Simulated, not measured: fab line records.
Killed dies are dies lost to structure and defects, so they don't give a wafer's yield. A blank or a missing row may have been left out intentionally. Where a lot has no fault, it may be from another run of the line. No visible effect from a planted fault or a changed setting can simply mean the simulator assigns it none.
Matching of chambers + flow berkeley_cmos170 + UCB170_GATE_ETCH_15 on rie_si-01: 4 sister chambers
The step etches poly-Si in HBr/Cl2, stops on SiO2, time 56.3 s, target depth 278.2 nm. 16 wafers are shown with their chamber, then 8 later ones without.

WAFERS WITH THEIR CHAMBER
| wafer  | chamber | throttle_valve_pct (%) | drypump_motor_current_A (A) | oes_product_au (a.u.) |
|--------|---------|------------------------|-----------------------------|-----------------------|
| L246.2 | 0       | 26.41                  | 5.57                        | 0.824                 |
| L246.3 | 3       | 26.45                  | 6.21                        | 0.828                 |
| L246.6 | 1       | 26.85                  | 6.14                        | 0.826                 |
| L248.1 | 0       | 26.42                  | 5.61                        | 0.813                 |
| L248.2 | 2       | 26.89                  | 5.78                        | 0.826                 |
| L248.5 | 3       | 26.46                  | 6.24                        | 0.831                 |
| L250.2 | 0       | 26.40                  | 5.57                        | 0.823                 |
| L250.3 | 1       | 26.83                  | 6.18                        | 0.837                 |
| L250.6 | 2       | 26.93                  | 5.80                        | 0.826                 |
| L253.3 | 1       | 26.85                  | 6.15                        | 0.828                 |
| L253.5 | 2       | 26.92                  | 5.79                        | 0.826                 |
| L253.6 | 3       | 26.44                  | 6.28                        | 0.820                 |
| L256.1 | 1       | 26.84                  | 6.16                        | 0.825                 |
| L256.3 | 2       | 26.93                  | 5.79                        | 0.816                 |
| L256.4 | 3       | 26.44                  | 6.23                        | 0.815                 |
| L259.2 | 3       | 26.47                  | 6.19                        | 0.839                 |

SIGNATURES (averages over the wafers above)
| reading                 | chamber 0 | chamber 1 | chamber 2 | chamber 3 | scatter within a chamber |
|-------------------------|-----------|-----------|-----------|-----------|--------------------------|
| throttle_valve_pct      | 26.4100   | 26.8425   | 26.9175   | 26.4520   | 0.0136                   |
| drypump_motor_current_A | 5.5833    | 6.1575    | 5.7900    | 6.2300    | 0.0237                   |
| oes_product_au          | 0.82000   | 0.82900   | 0.82350   | 0.82660   | 0.00702                  |
Rule: a wafer lies at a distance from a chamber equal to the root of the sum of squares, over the readings, of (its reading less the chamber's mean, divided by the reading's scatter). The wafer belongs to the nearest chamber; if the next one is less than 2 further off, it can't be placed. The scatter: take each reading less its chamber's mean, square it, sum over the shown wafers, divide by the number of wafers less the number of chambers, and take the root.

WAFERS WITHOUT THEIR CHAMBER
| wafer  | throttle_valve_pct (%) | drypump_motor_current_A (A) | oes_product_au (a.u.) |
|--------|------------------------|-----------------------------|-----------------------|
| L259.3 | 26.86                  | 6.15                        | 0.827                 |
| L259.5 | 26.84                  | 6.16                        | 0.829                 |
| L268.1 | 26.41                  | 5.60                        | 0.823                 |
| L268.3 | 26.91                  | 5.81                        | 0.831                 |
| L268.5 | 26.43                  | 5.59                        | 0.819                 |
| L267.2 | 26.44                  | 6.28                        | 0.851                 |
| L267.4 | 26.86                  | 6.14                        | 0.839                 |
| L267.5 | 26.46                  | 6.26                        | 0.832                 |

THE CHAMBER EACH PASSED THROUGH
| wafer  | from the rows above | in truth |
|--------|---------------------|----------|
| L259.3 | 1                   | 1        |
| L259.5 | 1                   | 1        |
| L268.1 | 0                   | 0        |
| L268.3 | 2                   | 2        |
| L268.5 | 0                   | 0        |
| L267.2 | 3                   | 3        |
| L267.4 | 1                   | 1        |
| L267.5 | 3                   | 3        |
Correctly placed: 8 of 8. Can't be placed from these rows: 0. Number placed wrongly: 0.
